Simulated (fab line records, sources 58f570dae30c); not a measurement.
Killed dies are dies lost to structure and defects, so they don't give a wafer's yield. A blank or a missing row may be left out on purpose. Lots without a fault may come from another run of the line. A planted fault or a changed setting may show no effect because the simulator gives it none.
One fault seen from 2 desks | flow berkeley_cmos170 | each desk has only its own numbers; what lay behind them comes last

THE TOOL OWNER'S DESK: rie_diel-02
The tool's own readings at UCB170_SPACER_ETCHBACK_03 (etches SiO2 in CHF3/CF4/Ar, stops on Si, target depth 376 nm, time 100 s): means of the sampled wafers that have a number, for each lot that ran on this tool. A lot is out of limits, marked OUT, if its mean lies more than 4 standard deviations from the usual mean; the brackets give that distance.
Columns: A = drypump_motor_current_A at UCB170_SPACER_ETCHBACK_03, usual 5.7 A; B = oes_product_au at UCB170_SPACER_ETCHBACK_03, usual 0.899 a.u.; C = rf_fwd_power_W at UCB170_SPACER_ETCHBACK_03, usual 497.4 W; D = throttle_valve_pct at UCB170_SPACER_ETCHBACK_03, usual 6.42 %
lot  | first seen here | A   | B     | C     | D
L687 | day 7 23:28     | 5.6 | 0.881 | 497.0 | 6.42
L682 | day 7 23:32     | 6.1 | 0.887 | 496.7 | 6.35
L691 | day 9 06:39     | 5.5 | 0.889 | 496.2 | 6.41
L698 | day 11 01:45    | 5.0 | 0.913 | 497.1 | 6.48
L699 | day 11 13:53    | 5.8 | 0.893 | 498.3 | 6.43
This desk's finding: nothing out of limits on any of the 5 lots.

THE METROLOGY DESK
What the gauges read, lot by lot, whatever tool the lot ran on: means of the sampled wafers that have a number. A lot is out of limits, marked OUT, if its mean lies more than 4 standard deviations from the usual mean; the brackets give that distance.
Columns: A = cd_nm at UCB170_V2_CD_MEAS_12, usual 699.9 nm
lot  | first seen here | A
L683 | day 8 08:01     | 699.9
L687 | day 9 03:32     | 700.0
L682 | day 9 04:02     | 700.2
L684 | day 9 04:22     | 700.2
L688 | day 9 18:59     | 700.0
L689 | day 10 03:48    | 698.6
L691 | day 10 09:38    | 698.3
L690 | day 10 09:52    | 702.1
L698 | day 12 01:07    | 699.4
L699 | day 12 13:13    | 700.6
L701 | day 12 18:51    | 698.7
L703 | day 12 19:41    | 700.7
L705 | day 13 08:14    | 701.5
L704 | day 13 09:35    | 698.2
This desk's finding: nothing out of limits on any of the 14 lots.

PUT TOGETHER
The tool owner's desk saw nothing out of limits.
The metrology desk saw nothing out of limits.

WHAT THE SIMULATOR HAD PUT IN
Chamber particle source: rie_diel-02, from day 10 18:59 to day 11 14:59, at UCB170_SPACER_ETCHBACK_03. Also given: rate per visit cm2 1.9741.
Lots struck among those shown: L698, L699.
